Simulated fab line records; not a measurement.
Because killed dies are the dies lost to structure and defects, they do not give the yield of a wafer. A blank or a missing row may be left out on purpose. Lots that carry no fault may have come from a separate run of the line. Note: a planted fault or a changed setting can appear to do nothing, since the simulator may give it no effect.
Matching of chambers | flow berkeley_cmos170 | 4 sister chambers for UCB170_NWELL_ETCH_13 on rie_diel-01
The step etches Si3N4 in CH3F/Ar/O2, stops on SiO2, target depth 246.4 nm, time 154 s. 14 wafers are shown with their chamber, then 7 later ones without.

WAFERS WITH THEIR CHAMBER
wafer  | chamber | drypump_motor_current_A (A) | throttle_valve_pct (%) | oes_product_au (a.u.)
L747.1 | 2       | 6.0                         | 7.95                   | 0.917
L747.3 | 1       | 5.3                         | 7.88                   | 0.952
L747.5 | 0       | 6.6                         | 8.12                   | 0.930
L754.1 | 1       | 5.3                         | 7.87                   | 0.927
L754.3 | 0       | 6.5                         | 8.12                   | 0.922
L754.6 | 0       | 6.5                         | 8.11                   | 0.921
L760.2 | 3       | 5.9                         | 8.11                   | 0.915
L760.3 | 1       | 5.3                         | 7.88                   | 0.936
L760.5 | 1       | 5.3                         | 7.88                   | 0.942
L762.2 | 3       | 6.0                         | 8.11                   | 0.912
L762.5 | 3       | 5.9                         | 8.09                   | 0.926
L762.6 | 2       | 6.0                         | 7.94                   | 0.908
L763.3 | 2       | 6.0                         | 7.93                   | 0.909
L763.5 | 2       | 6.0                         | 7.95                   | 0.910

SIGNATURES, as means of the wafers listed above
reading                 | chamber 0 | chamber 1 | chamber 2 | chamber 3 | scatter within a chamber
drypump_motor_current_A | 6.533     | 5.300     | 6.000     | 5.933     | 0.0365
throttle_valve_pct      | 8.1167    | 7.8775    | 7.9425    | 8.1033    | 0.00827
oes_product_au          | 0.92433   | 0.93925   | 0.91100   | 0.91767   | 0.00734
Rule: a wafer's distance from a chamber is the root of the sum, over the readings, of the square of ((its reading less the chamber's mean) divided by the reading's scatter). If the next closest chamber is less than 2 further off than the closest, the wafer can't be placed; otherwise it belongs to the closest. The scatter: the root of (the sum of the squares of (reading less its chamber's mean) over the shown wafers, divided by (wafers less chambers)).

WAFERS WITH NO CHAMBER GIVEN
wafer  | drypump_motor_current_A (A) | throttle_valve_pct (%) | oes_product_au (a.u.)
L763.6 | 5.3                         | 7.88                   | 0.945
L767.2 | 5.3                         | 7.91                   | 0.955
L767.4 | 6.1                         | 7.96                   | 0.918
L767.6 | 5.3                         | 7.87                   | 0.946
L768.1 | 5.3                         | 7.90                   | 0.947
L768.2 | 5.9                         | 8.11                   | 0.921
L768.4 | 6.0                         | 7.95                   | 0.909

CHAMBER TAKEN BY EACH
wafer  | from the rows above | in truth
L763.6 | 1                   | 1
L767.2 | 1                   | 1
L767.4 | 2                   | 2
L767.6 | 1                   | 1
L768.1 | 1                   | 1
L768.2 | 3                   | 3
L768.4 | 2                   | 2
Placed correctly: 7 of 7. Not placeable from these rows: 0. Placed wrongly: 0.
